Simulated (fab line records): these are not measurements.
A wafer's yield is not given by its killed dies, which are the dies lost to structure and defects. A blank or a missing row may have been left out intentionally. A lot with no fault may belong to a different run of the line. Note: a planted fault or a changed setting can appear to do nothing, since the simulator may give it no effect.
Which tool did it? | flow rit_cmos | Sampling: 7 lots, 21 wafers, 2 of 202 route steps

WHAT THE GAUGES SHOWED, per wafer
RIT_GATE_CD_MEAS_90: target cd 150 nm.
lot  | measured    | on        | cd_nm (nm)
L391 | day 3 01:26 | cd_sem-02 | 145 148 147
L393 | day 3 11:59 | cd_sem-02 | 149 150 149
L396 | day 4 01:13 | cd_sem-02 | 153 155 154
L398 | day 4 11:44 | cd_sem-02 | 153 157 155
L405 | day 6 02:01 | cd_sem-02 | - - -
L407 | day 6 11:37 | cd_sem-01 | - - -
L410 | day 7 03:53 | cd_sem-01 | 152 150 150

TOOL THAT RAN EACH LOT (tool first, then ch and the chambers of the sampled wafers, then the start)
lot  | RIT_GATE_ETCH_19
L391 | rie_si-02 ch 0,1,2, day 3 01:09
L393 | rie_si-02 ch 1,3, day 3 11:41
L396 | rie_si-01 ch 1,2,3, day 4 00:55
L398 | rie_si-01 ch 2,3, day 4 11:25
L405 | rie_si-02 ch 1,3, day 6 01:43
L407 | rie_si-02 ch 0,2, day 6 11:20
L410 | rie_si-01 ch 1,3, day 7 03:37
- RIT_GATE_ETCH_19: etches poly-Si in SF6/CHF3/O2, stops on SiO2, time 165 s, target depth 312.5 nm.

THE ANSWER, worked out from the rows above alone
Rule: the usual values come from the lots themselves. Put in order of their means at a reading, lots are off if they are a third of the lots or fewer, leave a main group of 4 or more, and stand apart from it by a gap of 3 or more times the standard deviation of the main group's means; of several such gaps the widest counts. A main group is skipped when, at the precision printed for the reading in the tables above, its means are all equal. A lot without any number at a reading at which 4 lots or more have one is off too. Any other lot the step has rows for is counted as sound.
Off: L405, L407 (RIT_GATE_CD_MEAS_90, cd_nm). Without a number there: L405, L407. Mean 151 nm and standard deviation 3.1 in the main group.
A tool fits if, at a process step before that reading, it ran every lot that is off, and no sound lot after the first of them. Gauges at RIT_GATE_CD_MEAS_90: tried the same way as those tools. One candidate fits, namely rie_si-02 at RIT_GATE_ETCH_19. Its last sound lot is L393 (day 3 11:41), its first lot that is off L405 (day 6 01:43): a fault that began between those two fits.

WHAT WAS PUT IN BY THE SIMULATOR
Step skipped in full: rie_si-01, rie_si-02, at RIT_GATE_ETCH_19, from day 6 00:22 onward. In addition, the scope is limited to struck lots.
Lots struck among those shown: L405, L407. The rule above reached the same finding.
